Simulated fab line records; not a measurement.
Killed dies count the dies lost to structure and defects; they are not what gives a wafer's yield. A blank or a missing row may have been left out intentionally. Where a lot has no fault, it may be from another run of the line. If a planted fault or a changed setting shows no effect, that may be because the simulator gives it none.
One fault seen from 2 desks :: flow berkeley cmos170 :: each desk holds nothing but its own numbers, with what lay behind them at the end

## DESK OF THE TOOL OWNER: pecvd-01
The tool's own readings at UCB170_V1_CVD_00 (deposits SiO2 from TEOS/O2, target thk 2000 nm, time 250 s): means of the sampled wafers that have a number, for each lot that ran on this tool. The brackets show how far a lot's mean lies from the usual mean; more than 4 standard deviations puts the lot out of limits, marked OUT.
Columns: A = heater power w at UCB170_V1_CVD_00, usual 282 W; B = rf fwd power W at UCB170_V1_CVD_00, usual 548.2 W
lot: L406
first seen here: day 7 17:23
A: 309
B: 548.2

lot: L407
first seen here: day 8 03:40
A: 292
B: 546.8

lot: L410
first seen here: day 8 10:21
A: 260
B: 548.2

lot: L411
first seen here: day 9 01:00
A: 228
B: 549.1

lot: L421
first seen here: day 10 21:36
A: 228
B: 551.7

lot: L423
first seen here: day 11 16:26
A: 204
B: 547.8
This desk's verdict: no lot among the 6 shows anything out of limits.

## FROM THE METROLOGY DESK
Lot by lot, what the gauges showed, no matter which tool ran the lot: averages of those sampled wafers that carry a number. The brackets show how far a lot's mean lies from the usual mean; more than 4 standard deviations puts the lot out of limits, marked OUT.
Columns: A = cd nm at UCB170_PLDD_CD_MEAS_06, usual 1200.0 nm; B = NLDD_RS at UCB170_SDANNEAL_RS_MEAS_05, usual 615.7 ohm/sq; C = V1_TEOS_THK at UCB170_V1_THK_MEAS_01, usual 1995 nm
lot: L405
first seen here: day 6 08:20
A: 1201.0
B: 616.9
C: 2002

lot: L406
first seen here: day 6 17:20
A: 1200.3
B: 615.3
C: 1985

lot: L407
first seen here: day 7 01:31
A: 1199.7
B: 615.3
C: 1967

lot: L410
first seen here: day 7 08:43
A: 1198.6
B: 617.2
C: 1967

lot: L409
first seen here: day 7 09:02
A: 1200.5
B: 614.7
C: 2010

lot: L411
first seen here: day 8 01:46
A: 1198.0
B: 614.9
C: 1998

lot: L415
first seen here: day 8 07:13
A: 1199.4
B: 616.2
C: 2009

lot: L414
first seen here: day 8 07:47
A: 1199.9
B: 614.1
C: 1999

lot: L419
first seen here: day 9 17:39
A: 1199.5
B: 614.4
C: 2014

lot: L421
first seen here: day 9 22:22
A: 1201.6
B: 616.7
C: 1446 (-20) OUT

lot: L423
first seen here: day 10 13:31
A: 1202.0
B: 617.4
C: 1398 (-22) OUT

lot: L425
first seen here: day 10 13:31
A: 1200.2
B: 614.8
C: 2017

lot: L424
first seen here: day 10 13:47
A: 1199.5
B: 617.2
C: 1982

lot: L426
first seen here: day 10 20:03
A: 1203.5
B: 618.1
C: 2022
This desk's result: L421, L423 out of limits, first on L421 (V1_TEOS_THK at UCB170_V1_THK_MEAS_01), day 10 21:46. Within limits: L405, L406, L407, L410, L409, L411, L415, L414, L419, L425, L424, L426.

## BROUGHT TOGETHER
The metrology desk could have raised an alarm at day 10 21:46, on L421, L423.
Nothing out of limits was seen by the tool owner's desk.
Tool owner's desk: L421, L423 on record, inside its limits.
UCB170_V1_CVD_00 was run on pecvd-01 by each of the lots named.

## WHAT HAD BEEN PUT IN BY THE SIMULATOR
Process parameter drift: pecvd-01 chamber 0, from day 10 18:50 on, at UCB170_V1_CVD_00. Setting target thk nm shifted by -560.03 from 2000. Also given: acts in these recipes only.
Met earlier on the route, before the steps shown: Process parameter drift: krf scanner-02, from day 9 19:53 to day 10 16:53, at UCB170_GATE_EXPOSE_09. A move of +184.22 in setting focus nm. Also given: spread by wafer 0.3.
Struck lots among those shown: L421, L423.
Per desk, hours elapsed from the start of the fault to the first reading out of limits: for the metrology desk, 3.
